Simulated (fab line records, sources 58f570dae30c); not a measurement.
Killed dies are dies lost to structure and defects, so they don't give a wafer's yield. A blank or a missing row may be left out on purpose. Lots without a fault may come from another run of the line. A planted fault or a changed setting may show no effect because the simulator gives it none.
Which tool did it? | flow berkeley_cmos170 | 15 lots, 45 wafers sampled, at 2 steps of a route of 331

WHAT THE GAUGES READ, wafer by wafer
UCB170_CONTACT_CD_MEAS_15: target cd 700 nm. Usual: cd_nm 700.5 nm, standard deviation 1.5.
lot  | measured     | on        | cd_nm (nm)        | flag
L928 | day 8 13:28  | cd_sem-01 | 702.8 703.5 703.1 |
L927 | day 8 14:40  | cd_sem-01 | 700.3 700.6 702.2 |
L931 | day 8 23:08  | cd_sem-01 | 699.6 701.3 700.3 |
L930 | day 8 23:33  | cd_sem-01 | 703.1 705.0 702.7 |
L929 | day 9 01:14  | cd_sem-02 | 699.4 700.1 700.3 |
L932 | day 9 01:31  | cd_sem-02 | 697.4 696.7 697.7 |
L933 | day 9 02:43  | cd_sem-02 | 699.0 701.7 700.7 |
L935 | day 9 22:18  | cd_sem-01 | 700.1 700.2 700.8 |
L936 | day 10 00:47 | cd_sem-02 | 701.5 701.4 701.6 |
L937 | day 10 07:42 | cd_sem-01 | 701.1 700.2 702.0 |
L941 | day 11 15:34 | cd_sem-02 | 701.2 699.2 700.7 |
L945 | day 12 05:35 | cd_sem-01 | 700.2 700.3 700.5 |
L946 | day 12 08:02 | cd_sem-02 | 697.8 699.8 698.9 |
L949 | day 12 19:55 | cd_sem-01 | 700.6 699.4 702.8 |
L950 | day 13 05:32 | cd_sem-02 | 702.1 701.0 701.4 |

UCB170_CONTACT_OVL_MEAS_16. Usual: CONTACT_OVL 0 nm, standard deviation 4.5.
lot  | measured     | on         | CONTACT_OVL (nm) | flag
L928 | day 8 13:35  | overlay-02 | 8 2 1            |
L927 | day 8 14:46  | overlay-01 | -3 3 0           |
L931 | day 8 23:15  | overlay-02 | 4 -7 5           |
L930 | day 8 23:40  | overlay-02 | -2 -8 -6         |
L929 | day 9 01:20  | overlay-02 | -3 1 -4          |
L932 | day 9 01:37  | overlay-01 | -1 1 5           |
L933 | day 9 02:49  | overlay-02 | -4 5 -1          |
L935 | day 9 22:25  | overlay-02 | -7 0 -3          |
L936 | day 10 00:53 | overlay-01 | 4 -1 12          |
L937 | day 10 07:47 | overlay-02 | -2 -1 -8         |
L941 | day 11 15:41 | overlay-01 | 2 -2 0           |
L945 | day 12 05:41 | overlay-01 | -6 -11 -3        |
L946 | day 12 08:07 | overlay-02 | 7 5 9            |
L949 | day 12 20:00 | overlay-01 | 5 -5 0           |
L950 | day 13 05:39 | overlay-01 | -10 -4 -3        |

WHICH TOOL RAN EACH LOT (tool, then ch and the chambers of the sampled wafers, then the start)
The record holds no process step before these readings.

WHAT THE TOOLS THEMSELVES READ (means of the sampled wafers that have a number; where no wafer has one, the mark that the record gives instead)
The record holds no such reading with a usual standard deviation.

THE ANSWER, worked out from the rows above alone
Rule: a lot is off if the mean of its wafers that have a number lies more than 3 standard deviations from the usual mean. A lot without any number at a reading at which 4 lots or more have one is off too. The other lots that the step has rows for count as sound. The gauges are gone through in route order, then the tools' own readings, and for those a lot's mean is taken as printed above. The first step at which some lot is off is used, and at that step the reading that is off furthest; a lot without a number counts as furthest.
No lot is off at any reading shown: from this, nothing can be told.

WHAT THE SIMULATOR HAD PUT IN
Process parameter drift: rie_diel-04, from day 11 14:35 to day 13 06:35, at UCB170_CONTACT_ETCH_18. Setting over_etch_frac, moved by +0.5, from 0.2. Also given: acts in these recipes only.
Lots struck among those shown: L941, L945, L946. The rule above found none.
